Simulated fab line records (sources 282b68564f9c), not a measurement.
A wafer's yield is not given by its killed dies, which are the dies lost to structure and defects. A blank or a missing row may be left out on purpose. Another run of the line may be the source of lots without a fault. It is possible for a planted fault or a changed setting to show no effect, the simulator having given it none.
fab line records ; flow rit_cmos
record: lots: 13; wafers: 39; last_day: 7
route steps=202 shown ACTIVE@15 FOX2@24 GATE@79 M1@198
lots that met no fault: from a run of the same line without faults
start_h: start of the lot's first displayed wafer, in hours after the record's first day ; wait_h: hours from the lot's prior step to this one ; " identical to the entry in the row above ; L1.1+2: a row that stands for several wafers ; - either no value or no given start ; * or withheld: withheld ; < > ~ a bound
route shown NAME@n: NAME is a module with steps in the file, n the number in the route of the first one ; usual: mean and standard deviation over wafers with no fault ; same: alike in all rows ; chamber/n: place in a boat ; sites: the reading at each site ; _std_site: the standard deviation of these ; _edge_site: the outer-site mean with the inner-site mean subtracted ; radius_mm: how far each site lies from the wafer's centre ; mask NAME#n: copy n ; behind: the tool/chamber that last shaped the wafer ; hold: the reason the lot was held/the length of the hold in hours/how it ended ; device: which transistor (n, p or np) failed to switch ; end of line: tests run on the same wafers once the route is complete ; a step with no rows: only its recipe ; killed: dies lost to structure and defects at the first sort, not the wafer's yield ; map: dies across one wafer; x = killed, . = not, _ = none there
set.NAME: the setting that was run; set.NAME@STEP: the one run at that earlier step ; model.NAME: the simulator's own value behind a step, which no gauge read
one table for each step of the route and one row for each wafer, over a sample of lots
services: from which hour (start_h, from the record's first day; less than 0 if before it) a tool's chamber was out of use, for how many hours, and why
== steps ==
step: RIT_ACTIVE_STRIP_14
recipe: chemistry: O2; time_s: 180; resist: NOVOLAK; platen_temp_c: withheld; power_w: 500; pressure_mtorr: 4000; o2_flow_sccm: 4000
usual: drypump_motor_current_A: 5.9/0.46; rf_refl_power_W: 8.0/1.6
lot.wafer;tool;chamber;start_h;wait_h;drypump_motor_current_A;rf_hours_counter_h;rf_refl_power_W
L347.2;plasma_asher-01;0;15.90;0.1;5.5;33;9.6
L347.4;plasma_asher-01;1;15.90;0.1;6.4;-;8.3
L347.6;plasma_asher-01;1;15.90;0.1;6.4;-;8.0
L348.1;plasma_asher-03;0;20.71;0.1;5.5;24;7.9
L348.4;plasma_asher-03;1;20.71;0.1;5.5;-;4.7
L348.6;plasma_asher-03;1;20.71;0.1;5.5;-;4.6
L349.1;plasma_asher-02;1;25.41;0.1;6.5;38;7.4
L349.5;plasma_asher-02;1;25.41;0.1;6.5;-;7.2
L349.6;plasma_asher-02;0;25.41;0.1;5.7;-;9.5
L350.1;plasma_asher-01;0;29.84;0.1;5.5;34;9.9
L350.2;plasma_asher-01;1;29.84;0.1;6.4;34;8.1
L350.3;plasma_asher-01;1;29.84;0.1;6.4;-;7.9
L351.1;plasma_asher-02;1;34.84;0.1;6.6;39;7.3
L351.3;plasma_asher-02;1;34.84;0.1;6.5;-;7.0
L351.5;plasma_asher-02;0;34.84;0.1;5.7;-;9.4
L352.1;plasma_asher-03;1;40.29;0.1;5.4;26;4.7
L352.2;plasma_asher-03;0;40.29;0.1;5.6;26;7.7
L352.4;plasma_asher-03;0;40.29;0.1;5.6;-;8.0
L353.2;plasma_asher-01;0;46.24;0.1;5.5;36;9.7
L353.3;plasma_asher-01;1;46.24;0.1;6.4;-;8.0
L353.5;plasma_asher-01;0;46.24;0.1;5.5;-;9.9
L354.1;plasma_asher-01;0;54.49;0.1;5.4;37;9.7
L354.3;plasma_asher-01;1;54.49;0.1;6.4;-;7.7
L354.4;plasma_asher-01;0;54.49;0.1;5.4;-;9.6
L357.4;plasma_asher-02;0;66.30;0.1;5.7;-;9.0
L357.5;plasma_asher-02;0;66.30;0.1;5.6;-;9.4
L357.6;plasma_asher-02;1;66.30;0.1;6.5;-;7.3
L359.2;plasma_asher-02;1;77.27;0.1;6.5;43;7.3
L359.3;plasma_asher-02;1;77.27;0.1;6.5;-;7.4
L359.5;plasma_asher-02;0;77.27;0.1;5.7;-;9.3
L365.1;plasma_asher-03;0;105.48;0.1;5.5;33;8.1
L365.3;plasma_asher-03;0;105.48;0.1;5.5;-;8.1
L365.6;plasma_asher-03;0;105.48;0.1;5.5;-;7.6
L368.1;plasma_asher-01;0;121.61;0.1;5.5;1;9.7
L368.3;plasma_asher-01;1;121.61;0.1;6.4;-;8.6
L368.5;plasma_asher-01;0;121.61;0.1;5.5;-;9.5
L369.3;plasma_asher-02;1;124.96;0.1;6.5;-;7.6
L369.4;plasma_asher-02;0;124.96;0.1;5.7;-;9.5
L369.5;plasma_asher-02;0;124.96;0.1;5.6;-;9.5
step: RIT_FOX2_THK_MEAS_01
recipe: reads: SiO2_of_FOX2_OXIDATION_00
usual: FOX2_OXIDE_THK: 348/7.8
lot.wafer;tool;chamber;start_h;wait_h;FOX2_OXIDE_THK[nm]
L347.2;film_metro-02;-;20.57;0.0;350
L347.4;film_metro-02;-;20.57;0.0;346
L347.6;film_metro-02;-;20.57;0.0;348
L348.1;film_metro-01;-;25.06;0.0;361
L348.4;film_metro-01;-;25.06;0.0;352
L348.6;film_metro-01;-;25.06;0.0;352
L349.1;film_metro-01;-;28.93;0.0;355
L349.5;film_metro-01;-;28.93;0.0;354
L349.6;film_metro-01;-;28.93;0.0;356
L350.1;film_metro-01;-;33.37;0.0;334
L350.2;film_metro-01;-;33.37;0.0;337
L350.3;film_metro-01;-;33.37;0.0;339
L351.1;film_metro-02;-;41.26;0.0;343
L351.3;film_metro-02;-;41.26;0.0;350
L351.5;film_metro-02;-;41.26;0.0;346
L352.1;film_metro-01;-;49.65;0.0;348
L352.2;film_metro-01;-;49.65;0.0;349
L352.4;film_metro-01;-;49.65;0.0;348
L353.2;film_metro-02;-;56.40;0.0;351
L353.3;film_metro-02;-;56.40;0.0;352
L353.5;film_metro-02;-;56.40;0.0;350
L354.1;film_metro-02;-;62.77;0.0;352
L354.3;film_metro-02;-;62.77;0.0;348
L354.4;film_metro-02;-;62.77;0.0;346
L357.4;film_metro-02;-;69.90;0.0;338
L357.5;film_metro-02;-;69.90;0.0;342
L357.6;film_metro-02;-;69.90;0.0;338
L359.2;film_metro-04;-;81.82;0.0;350
L359.3;film_metro-04;-;81.82;0.0;352
L359.5;film_metro-04;-;81.82;0.0;347
L365.1;film_metro-01;-;109.74;0.0;329
L365.3;film_metro-01;-;109.74;0.0;334
L365.6;film_metro-01;-;109.74;0.0;335
L368.1;film_metro-01;-;125.30;0.0;352
L368.3;film_metro-01;-;125.30;0.0;353
L368.5;film_metro-01;-;125.30;0.0;361
L369.3;film_metro-04;-;129.53;0.0;350
L369.4;film_metro-04;-;129.53;0.0;352
L369.5;film_metro-04;-;129.53;0.0;350
step: RIT_GATE_CLEAN_04
recipe: chemistry: dHF; dilution: 50:1; time_s: 60; dry: n2_spin
usual: run_length_s: 87/3.1
lot.wafer;tool;chamber;start_h;wait_h;run_length_s
L347.2;wet_bench-03;0;34.01;0.1;85
L347.4;wet_bench-03;0;34.01;0.1;85
L347.6;wet_bench-03;0;34.01;0.1;85
L348.1;wet_bench-04;2;38.78;0.0;86
L348.4;wet_bench-04;2;38.78;0.0;86
L348.6;wet_bench-04;2;38.78;0.0;86
L349.1;wet_bench-01;3;42.25;0.0;84
L349.5;wet_bench-01;3;42.25;0.0;84
L349.6;wet_bench-01;3;42.25;0.0;84
L350.1;wet_bench-01;2;46.91;0.0;85
L350.2;wet_bench-01;2;46.91;0.0;85
L350.3;wet_bench-01;2;46.91;0.0;85
L351.1;wet_bench-03;1;60.25;0.0;85
L351.3;wet_bench-03;1;60.25;0.0;85
L351.5;wet_bench-03;1;60.25;0.0;85
L352.1;wet_bench-04;0;65.42;0.0;86
L352.2;wet_bench-04;0;65.42;0.0;86
L352.4;wet_bench-04;0;65.42;0.0;86
L353.2;wet_bench-03;0;71.91;0.0;92
L353.3;wet_bench-03;0;71.91;0.0;92
L353.5;wet_bench-03;0;71.91;0.0;92
L354.1;wet_bench-03;0;76.16;0.0;85
L354.3;wet_bench-03;0;76.16;0.0;85
L354.4;wet_bench-03;0;76.16;0.0;85
L357.4;wet_bench-03;0;83.15;0.0;206
L357.5;wet_bench-03;0;83.15;0.0;206
L357.6;wet_bench-03;0;83.15;0.0;206
L359.2;wet_bench-01;3;96.50;0.0;85
L359.3;wet_bench-01;3;96.50;0.0;85
L359.5;wet_bench-01;3;96.50;0.0;85
L365.1;wet_bench-01;3;123.08;0.0;87
L365.3;wet_bench-01;3;123.08;0.0;87
L365.6;wet_bench-01;3;123.08;0.0;87
L368.1;wet_bench-01;2;138.53;0.0;93
L368.3;wet_bench-01;2;138.53;0.0;93
L368.5;wet_bench-01;2;138.53;0.0;93
L369.3;wet_bench-04;3;143.13;0.0;86
L369.4;wet_bench-04;3;143.13;0.0;86
L369.5;wet_bench-04;3;143.13;0.0;86
step: RIT_M1_STRIP_14
recipe: chemistry: O2; time_s: 180; platen_temp_c: withheld; power_w: 500; pressure_mtorr: 4000; o2_flow_sccm: 4000
usual: drypump_motor_current_A: 6.0/0.4; rf_refl_power_W: 8.1/1.1
lot.wafer;tool;chamber;start_h;wait_h;drypump_motor_current_A;rf_hours_counter_h;rf_refl_power_W
L347.2;plasma_asher-02;0;63.18;0.0;5.7;41;9.5
L347.4;plasma_asher-02;1;63.18;0.0;6.6;-;7.4
L347.6;plasma_asher-02;1;63.18;0.0;6.5;-;7.2
L348.1;plasma_asher-01;1;64.07;0.0;6.4;37;8.1
L348.4;plasma_asher-01;1;64.07;0.0;6.4;-;8.1
L348.6;plasma_asher-01;0;64.07;0.0;5.4;-;9.7
L349.1;plasma_asher-01;0;76.79;0.0;5.5;39;9.4
L349.5;plasma_asher-01;0;76.79;0.0;5.5;-;9.4
L349.6;plasma_asher-01;1;76.79;0.0;6.4;-;7.8
L350.1;plasma_asher-04;0;78.79;0.0;6.0;44;6.5
L350.2;plasma_asher-04;1;78.79;0.0;5.9;44;7.2
L350.3;plasma_asher-04;0;78.79;0.0;6.0;-;6.4
L351.1;plasma_asher-02;1;87.08;0.0;6.5;44;7.3
L351.3;plasma_asher-02;0;87.08;0.0;5.7;-;9.1
L351.5;plasma_asher-02;0;87.08;0.0;5.7;-;9.2
L352.1;plasma_asher-01;1;93.03;0.0;6.4;40;8.0
L352.2;plasma_asher-01;0;93.03;0.0;5.4;40;10.0
L352.4;plasma_asher-01;0;93.03;0.0;5.4;-;10.0
L353.2;plasma_asher-01;1;100.24;0.0;6.4;41;7.7
L353.3;plasma_asher-01;1;100.24;0.0;6.4;-;8.1
L353.5;plasma_asher-01;0;100.24;0.0;5.4;-;9.5
L354.1;plasma_asher-04;0;102.57;0.0;6.0;47;6.7
L354.3;plasma_asher-04;0;102.57;0.0;6.0;-;6.8
L354.4;plasma_asher-04;1;102.57;0.0;5.8;-;7.0
L357.4;plasma_asher-02;1;111.28;0.1;6.6;-;7.4
L357.5;plasma_asher-02;0;111.28;0.1;5.7;-;9.2
L357.6;plasma_asher-02;1;111.28;0.1;6.6;-;7.4
L359.2;plasma_asher-02;0;120.43;0.0;5.7;48;9.4
L359.3;plasma_asher-02;0;120.43;0.0;5.7;-;8.8
L359.5;plasma_asher-02;1;120.43;0.0;6.6;-;7.4
L365.1;plasma_asher-04;1;146.07;0.0;5.8;52;7.0
L365.3;plasma_asher-04;1;146.07;0.0;5.8;-;7.2
L365.6;plasma_asher-04;1;146.07;0.0;5.9;-;7.1
L368.1;plasma_asher-01;0;164.22;0.0;5.4;5;9.7
L368.3;plasma_asher-01;0;164.22;0.0;5.5;-;9.7
L368.5;plasma_asher-01;0;164.22;0.0;5.4;-;9.7
L369.3;plasma_asher-01;1;174.77;0.1;6.4;-;8.0
L369.4;plasma_asher-01;0;174.77;0.1;5.4;-;9.7
L369.5;plasma_asher-01;0;174.77;0.1;5.4;-;9.7
step: RIT_M1_PROBE_99
usual: killed_at_contacts: 0.0/0.2; killed_at_front_end: 6.8/3; killed_dies: 6.9/3; killed_on_rim: 1.9/1.5; killed_open: 3.3/1.9; killed_short: 3.6/1.9
same: gross_dies: 264; killed_at_M0_to_M3: 0; killed_at_M4_up: 0; killed_at_back_side: 0; killed_at_other: 0
lot.wafer;tool;chamber;start_h;wait_h;killed_at_contacts;killed_at_front_end;killed_dies;killed_on_rim;killed_open;killed_short
L347.2;prober-02;-;65.14;0.1;0;3;3;0;1;2
L347.4;prober-02;-;65.24;0.2;0;0;0;0;0;0
L347.6;prober-02;-;65.34;0.2;0;5;5;2;3;2
L348.1;prober-01;-;66.59;0.1;0;1;1;0;0;1
L348.4;prober-01;-;66.74;0.2;0;5;5;1;3;2
L348.6;prober-01;-;66.84;0.2;0;4;4;0;1;3
L349.1;prober-02;-;78.70;0.1;0;7;7;2;2;5
L349.5;prober-02;-;78.90;0.2;0;4;4;1;0;4
L349.6;prober-02;-;78.95;0.2;0;6;6;2;3;3
L350.1;prober-01;-;80.70;0.1;0;8;8;0;4;4
L350.2;prober-01;-;80.75;0.1;0;6;6;3;3;3
L350.3;prober-01;-;80.80;0.2;0;8;8;4;1;7
L351.1;prober-02;-;89.00;0.1;0;6;6;1;2;4
L351.3;prober-02;-;89.10;0.2;0;6;6;2;3;3
L351.5;prober-02;-;89.20;0.2;0;3;3;1;2;1
L352.1;prober-01;-;94.95;0.1;0;10;10;3;7;3
L352.2;prober-01;-;95.00;0.1;0;8;8;2;3;5
L352.4;prober-01;-;95.10;0.2;0;5;5;1;1;4
L353.2;prober-02;-;102.20;0.1;0;2;2;0;0;2
L353.3;prober-02;-;102.25;0.2;0;2;2;1;1;1
L353.5;prober-02;-;102.35;0.2;0;4;4;0;2;2
L354.1;prober-02;-;105.53;0.1;0;9;9;4;4;5
L354.3;prober-02;-;105.63;0.2;0;10;10;1;6;4
L354.4;prober-02;-;105.68;0.2;0;14;14;6;7;7
L357.4;prober-02;-;113.29;0.2;0;13;13;4;7;6
L357.5;prober-02;-;113.34;0.2;0;12;12;2;5;7
L357.6;prober-02;-;113.39;0.2;0;13;13;3;6;7
L359.2;prober-02;-;122.39;0.1;0;7;7;3;4;3
L359.3;prober-02;-;122.44;0.2;0;5;5;2;1;4
L359.5;prober-02;-;122.54;0.2;0;6;6;2;4;2
L365.1;prober-02;-;147.99;0.1;1;3;4;0;3;1
L365.3;prober-02;-;148.09;0.2;0;4;4;0;2;2
L365.6;prober-02;-;148.24;0.2;0;13;13;7;4;9
L368.1;prober-01;-;166.13;0.1;0;6;6;2;1;5
L368.3;prober-01;-;166.23;0.2;0;8;8;3;4;4
L368.5;prober-01;-;166.33;0.2;0;3;3;1;2;1
L369.3;prober-02;-;176.73;0.2;0;6;6;1;5;1
L369.4;prober-02;-;176.78;0.2;0;2;2;0;1;1
L369.5;prober-02;-;176.83;0.2;0;9;9;3;5;4
killed by level:class
L347.2 FOX2:geometric_particle:open=1 GATE:geometric_particle:short=1 REOX:geometric_particle:short=1
L347.6 FOX2:geometric_particle:open=2 GATE:geometric_particle:short=1 REOX:geometric_particle:short=1 REOX:geometric_particle:open=1
L348.1 REOX:geometric_particle:short=1
L348.4 FOX2:geometric_particle:open=1 GATE:geometric_particle:open=1 GATE:geometric_particle:short=1 SILICIDE:geometric_particle:open=1 SILICIDE:geometric_particle:short=1
L348.6 SPACER:geometric_particle:short=2 GATE:geometric_particle:short=1 GATE:geometric_particle:open=1
L349.1 GATE:geometric_particle:short=4 REOX:geometric_particle:open=1 SPACER:geometric_particle:short=1 SILICIDE:geometric_particle:open=1
L349.5 SPACER:geometric_particle:short=2 FOX2:geometric_particle:short=1 REOX:geometric_particle:short=1
L349.6 GATE:geometric_particle:open=3 SPACER:geometric_particle:short=2 GATE:geometric_particle:short=1
L350.1 GATE:geometric_particle:short=3 GATE:geometric_particle:open=2 SILICIDE:geometric_particle:open=2 FOX1:geometric_particle:short=1
L350.2 GATE:geometric_particle:short=2 SILICIDE:geometric_particle:open=2 GATE:geometric_particle:open=1 SILICIDE:geometric_particle:short=1
L350.3 FOX1:geometric_particle:short=4 SILICIDE:geometric_particle:short=2 GATE:geometric_particle:open=1 SPACER:geometric_particle:short=1
L351.1 GATE:geometric_particle:short=2 FOX1:geometric_particle:open=1 FOX1:geometric_particle:short=1 GATE:geometric_particle:open=1 SILICIDE:geometric_particle:short=1
L351.3 SILICIDE:geometric_particle:short=2 FOX1:geometric_particle:open=1 REOX:geometric_particle:open=1 SPACER:geometric_particle:short=1 SILICIDE:geometric_particle:open=1
L351.5 FOX1:geometric_particle:open=1 GATE:geometric_particle:open=1 GATE:geometric_particle:short=1
L352.1 GATE:geometric_particle:open=6 GATE:geometric_particle:short=2 FOX2:geometric_particle:short=1 SILICIDE:geometric_particle:open=1
L352.2 GATE:geometric_particle:short=2 GATE:geometric_particle:open=2 FOX1:geometric_particle:short=1 SPACER:geometric_particle:short=1 SILICIDE:geometric_particle:open=1 SILICIDE:geometric_particle:short=1
L352.4 FOX1:geometric_particle:short=1 GATE:geometric_particle:open=1 GATE:geometric_particle:short=1 REOX:geometric_particle:short=1 SPACER:geometric_particle:short=1
L353.2 FOX2:geometric_particle:short=1 SILICIDE:geometric_particle:short=1
L353.3 FOX2:geometric_particle:open=1 GATE:geometric_particle:short=1
L353.5 REOX:geometric_particle:short=2 GATE:geometric_particle:open=1 REOX:geometric_particle:open=1
L354.1 SPACER:geometric_particle:open=3 FOX1:geometric_particle:short=2 GATE:geometric_particle:short=2 FOX2:geometric_particle:open=1 SILICIDE:geometric_particle:short=1
L354.3 SPACER:geometric_particle:short=4 FOX1:geometric_particle:open=2 SPACER:geometric_particle:open=2 FOX2:geometric_particle:open=1 SILICIDE:geometric_particle:open=1
L354.4 FOX1:geometric_particle:open=3 FOX1:geometric_particle:short=2 SPACER:geometric_particle:open=2 SPACER:geometric_particle:short=2 SILICIDE:geometric_particle:short=2 FOX2:geometric_particle:short=1 GATE:geometric_particle:open=1 SILICIDE:geometric_particle:open=1
L357.4 GATE:geometric_particle:open=3 ACTIVE:geometric_particle:short=1 FOX2:geometric_particle:open=1 FOX2:geometric_particle:short=1 GATE:geometric_particle:short=1 REOX:geometric_particle:open=1 REOX:geometric_particle:short=1 SPACER:geometric_particle:short=1
L357.5 GATE:geometric_particle:open=4 FOX2:geometric_particle:short=3 FOX1:geometric_particle:short=2 REOX:geometric_particle:open=1 GATE:geometric_particle:short=1 REOX:geometric_particle:short=1
L357.6 FOX2:geometric_particle:open=5 GATE:geometric_particle:short=4 SPACER:geometric_particle:short=3 SPACER:geometric_particle:open=1
L359.2 GATE:geometric_particle:open=2 REOX:geometric_particle:short=2 FOX2:geometric_particle:open=1 FOX2:geometric_particle:short=1 SPACER:geometric_particle:open=1
L359.3 SILICIDE:geometric_particle:short=2 FOX1:geometric_particle:short=1 GATE:geometric_particle:short=1 SILICIDE:geometric_particle:open=1
L359.5 GATE:geometric_particle:open=2 REOX:geometric_particle:short=2 SPACER:geometric_particle:open=1 SILICIDE:geometric_particle:open=1
L365.1 FOX1:geometric_particle:open=1 GATE:geometric_particle:short=1 SPACER:geometric_particle:open=1 CONTACT:geometric_particle:open=1
L365.3 FOX1:geometric_particle:open=1 GATE:geometric_particle:short=1 SILICIDE:geometric_particle:open=1 SILICIDE:geometric_particle:short=1
L365.6 GATE:geometric_particle:short=5 GATE:geometric_particle:open=3 SPACER:geometric_particle:short=3 FOX1:geometric_particle:short=1 FOX2:geometric_particle:open=1
L368.1 FOX1:geometric_particle:short=3 GATE:geometric_particle:short=2 SILICIDE:geometric_particle:open=1
L368.3 GATE:geometric_particle:short=3 GATE:geometric_particle:open=2 REOX:geometric_particle:open=1 REOX:geometric_particle:short=1 SILICIDE:geometric_particle:open=1
L368.5 GATE:geometric_particle:short=1 REOX:geometric_particle:open=1 SPACER:geometric_particle:open=1
L369.3 REOX:geometric_particle:open=2 SPACER:geometric_particle:open=2 GATE:geometric_particle:open=1 SILICIDE:geometric_particle:short=1
L369.4 FOX1:geometric_particle:open=1 GATE:geometric_particle:short=1
L369.5 REOX:geometric_particle:open=2 FOX1:geometric_particle:open=1 FOX2:geometric_particle:short=1 GATE:geometric_particle:open=1 GATE:geometric_particle:short=1 REOX:geometric_particle:short=1 SPACER:geometric_particle:short=1 SILICIDE:geometric_particle:open=1
== services ==
tool;chamber;start_h;hours;kind
wet_bench-01;-;8.85;1.9;pm
plasma_asher-03;-;16.05;4.5;repair
plasma_asher-04;-;46.25;2.0;repair
plasma_asher-01;-;108.75;9.0;pm
plasma_asher-01;0;108.75;9.0;vent_cycle
plasma_asher-01;1;108.75;9.0;vent_cycle
plasma_asher-01;0;117.75;-;clean
plasma_asher-01;1;117.75;-;clean
plasma_asher-02;-;142.05;0.5;repair
plasma_asher-01;-;145.83;2.8;pm
== key ==
first_sign: step: RIT_GATE_CLEAN_04; reading: run_length_s; direction: up; sigmas: 38; usual: *; struck: *
effect none on later readings
met_at RIT_GATE_CLEAN_04
struck_lots L357
struck_wafers L357.4,L357.5,L357.6
tester_left_out L357
not_acting_at RIT_ACTIVE_STRIP_14,RIT_FOX2_THK_MEAS_01,RIT_M1_STRIP_14
onset_between 76.16 83.15
fault: kind: process_parameter_drift; tool: wet_bench-03; chamber: 0; onset_h: 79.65; steps: RIT_GATE_CLEAN_04; channel: time_s; offset: *; shape: step; end_h: 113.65; acts_in: *; stated: *
tester_left_out: of these lots the tester's yield and bins aren't shown, on N5 and GAA mostly nor the transistor test; their killed dies are dies lost to structure and defects alone, not to doping, threshold or leakage, so they don't give the yield
